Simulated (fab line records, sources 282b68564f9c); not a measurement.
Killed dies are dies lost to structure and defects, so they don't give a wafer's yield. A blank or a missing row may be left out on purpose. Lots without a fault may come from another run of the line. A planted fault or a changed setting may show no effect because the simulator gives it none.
Which tool did it? | flow rit_cmos | 13 lots, 39 wafers sampled, at 2 steps of a route of 202

WHAT THE GAUGES READ, wafer by wafer
The record holds no reading of a measuring or inspecting step that can be judged against a usual standard deviation.

WHICH TOOL RAN EACH LOT (tool, then ch and the chambers of the sampled wafers, then the start)
lot  | RIT_CONTACT_STRIP_12                | RIT_M1_PROBE_99
L221 | plasma_asher-04 ch 1, day 3 11:19   | -
L222 | plasma_asher-03 ch 0,1, day 3 15:38 | -
L223 | plasma_asher-02 ch 0, day 3 20:17   | -
L224 | plasma_asher-03 ch 0,1, day 4 01:32 | -
L225 | plasma_asher-02 ch 0,1, day 4 08:43 | prober-02, day 4 13:23
L226 | plasma_asher-02 ch 0,1, day 4 11:34 | -
L227 | plasma_asher-03 ch 0,1, day 4 20:03 | -
L229 | plasma_asher-03 ch 0,1, day 5 03:45 | prober-02, day 5 08:44
L230 | plasma_asher-02 ch 0,1, day 5 06:20 | prober-01, day 5 11:07
L231 | plasma_asher-04 ch 0,1, day 5 11:17 | prober-02, day 5 16:04
L232 | plasma_asher-03 ch 0,1, day 5 15:19 | prober-01, day 5 20:05
L242 | plasma_asher-04 ch 0,1, day 7 20:04 | prober-01, day 8 00:44
L243 | plasma_asher-03 ch 0,1, day 8 01:46 | prober-02, day 8 06:47
- RIT_CONTACT_STRIP_12: strips in O2, time 180 s.
- RIT_M1_PROBE_99

WHAT THE TOOLS THEMSELVES READ (means of the sampled wafers that have a number; where no wafer has one, the mark that the record gives instead)
RIT_CONTACT_STRIP_12. Usual: drypump_motor_current_A 5.5 A, standard deviation 0.48.
lot  | tool            | drypump_motor_current_A (A) | flag
L221 | plasma_asher-04 | 5.6                         |
L222 | plasma_asher-03 | 5.5                         |
L223 | plasma_asher-02 | 6.3                         |
L224 | plasma_asher-03 | 5.4                         |
L225 | plasma_asher-02 | 5.8                         |
L226 | plasma_asher-02 | 5.8                         |
L227 | plasma_asher-03 | 5.5                         |
L229 | plasma_asher-03 | 5.5                         |
L230 | plasma_asher-02 | 5.8                         |
L231 | plasma_asher-04 | 5.5                         |
L232 | plasma_asher-03 | 5.5                         |
L242 | plasma_asher-04 | 5.4                         |
L243 | plasma_asher-03 | 5.5                         |

RIT_M1_PROBE_99. Usual: killed_at_M0_to_M3 0.0, standard deviation 0.14; killed_at_contacts 0.1, standard deviation 0.27; killed_at_front_end 7.2, standard deviation 2.9; killed_dies 7.3, standard deviation 2.9; killed_on_rim 1.9, standard deviation 1.2; killed_open 3.6, standard deviation 1.9; killed_short 3.8, standard deviation 1.9.
lot  | tool      | killed_at_M0_to_M3 | killed_at_contacts | killed_at_front_end | killed_dies | killed_on_rim | killed_open | killed_short | flag
L225 | prober-02 | 0.0                | 0.3                | 4.3                 | 4.7         | 1.0           | 2.7         | 2.0          |
L229 | prober-02 | 0.0                | 0.0                | 6.7                 | 6.7         | 2.0           | 4.0         | 2.7          |
L230 | prober-01 | 0.0                | 0.3                | 8.3                 | 8.7         | 1.3           | 3.3         | 5.3          |
L231 | prober-02 | 0.0                | 0.3                | 7.7                 | 8.0         | 1.7           | 4.0         | 4.0          |
L232 | prober-01 | 0.0                | 0.0                | 5.0                 | 5.0         | 1.3           | 2.0         | 3.0          |
L242 | prober-01 | 0.0                | 26.3               | 9.0                 | 35.3        | 6.0           | 5.0         | 4.0          | OFF
L243 | prober-02 | 0.0                | 0.0                | 8.3                 | 8.3         | 2.3           | 4.0         | 4.3          |

THE ANSWER, worked out from the rows above alone
Rule: a lot is off if the mean of its wafers that have a number lies more than 3 standard deviations from the usual mean. A lot without any number at a reading at which 4 lots or more have one is off too. The other lots that the step has rows for count as sound. The gauges are gone through in route order, then the tools' own readings, and for those a lot's mean is taken as printed above. The first step at which some lot is off is used, and at that step the reading that is off furthest; a lot without a number counts as furthest.
Off: L242, at RIT_M1_PROBE_99 (killed_at_contacts). Neither off nor sound, because the step has no rows for them: L221, L222, L223, L224, L226, L227.
A tool fits if, at that step or a process step before it, it ran every lot that is off, and no sound lot after the first of them. Can't be told from this: 2 tools fit, plasma_asher-04 at RIT_CONTACT_STRIP_12, prober-01 at RIT_M1_PROBE_99.

WHAT THE SIMULATOR HAD PUT IN
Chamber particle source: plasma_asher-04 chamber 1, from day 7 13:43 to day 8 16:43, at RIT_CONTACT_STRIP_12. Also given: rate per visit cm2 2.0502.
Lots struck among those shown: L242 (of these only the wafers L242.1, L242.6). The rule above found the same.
